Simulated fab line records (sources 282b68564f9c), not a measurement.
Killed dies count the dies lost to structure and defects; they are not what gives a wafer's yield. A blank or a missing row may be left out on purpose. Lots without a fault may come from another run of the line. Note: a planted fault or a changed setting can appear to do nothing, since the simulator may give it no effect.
Problem report in the 8D (eight disciplines) form, filled by code / flow rit-cmos / the parts of the form that need people (team, actions taken, sign-off) are left out

## 1. THE ISSUE
Wafers free of any fault read 345 nm (standard deviation 5.8) for FOX1_OXIDE_THK at RIT_FOX1_THK_MEAS_01, against a mean of 222 nm on 6 wafers of 2 lots. Measured from the usual mean, that is -21 standard deviations.
Earliest sighting: wafer L277.2 on film-metro-02 at day 4 19:48. The record has a number at this step for 42 wafers belonging to 14 lots. Rule for "out", or "out of limits": more than 4 standard deviations from the usual mean. The other wafers with a number count as sound.

## 2. WHAT IT IS, AND WHAT IT ISN'T
question=which readings at this step | is=FOX1_OXIDE_THK | is not=-
question=which lots | is=L277, L279 | is not=L264, L266, L267, L268, L269, L270, L271, L274, L275, L284, L285, L286
question=which wafers of those lots | is=all that have a number | is not=-
question=read on which gauges | is=film-metro-02 | is not=film-metro-03, film-metro-04
question=when | is=from day 4 19:48 | is not=up to then (27 sound wafers); but 9 sound wafers of L284, L285, L286 came after

## 3. WHAT RULES OUT EACH SUSPECT
Counting: a tool at a process step up to the reading stays a suspect if it ran every lot that is out and no sound lot after the first of them.
- the gauge at RIT_FOX1_THK_MEAS_01: kept. All the wafers that are out were read on film-metro-02, and no step on other tools shows them out.
- furnace-03 at RIT_FOX1_OXIDATION_00 (target thk 350.7 nm, ox time 1130 s): kept. All lots that are out passed through it, beginning with L277 at day 4 18:28, and no sound lot followed; its final sound lot before that point was L275 at day 4 08:19.
What counting leaves: furnace-03 at RIT_FOX1_OXIDATION_00 and film-metro-02 at RIT_FOX1_THK_MEAS_01.

## 4. THE CAUSE (what the simulator had put in)
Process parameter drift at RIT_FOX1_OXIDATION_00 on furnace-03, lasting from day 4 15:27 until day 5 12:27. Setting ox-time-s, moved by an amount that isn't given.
2 suspects survive the count, and this tool is in that group.

## 5. SEQUENCE OF EFFECTS, ordered by route
Each row: a reading whose mean over the struck wafers that have a number lies more than 3 standard deviations from the usual. Scope: only readings with a usual standard deviation given in the record; hours: median across lots of the time from each lot's start at the first step in this table that gives one to its start at this step; sigmas: change in usual standard deviations.
hours=0; step=RIT_FOX1_THK_MEAS_01; reading=FOX1_OXIDE_THK; usual=345 nm; on struck wafers=222; change=-123; sigmas=-21

## 6. HOW IT WOULD HAVE BEEN CAUGHT EARLIER
In this record the first reading out of limits at a measuring or inspecting step was taken at day 4 19:48, 4 hours after the fault began at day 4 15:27.
Of the tool readings at RIT_FOX1_OXIDATION_00 for which the record gives a usual standard deviation, none was out on any struck wafer, so an alarm limit of 4 standard deviations on them would not have fired.
Of the lots that are out (2), L279 began RIT_FOX1_OXIDATION_00 on furnace-03 after day 4 19:48. Putting the tool on hold at that point would have spared it.
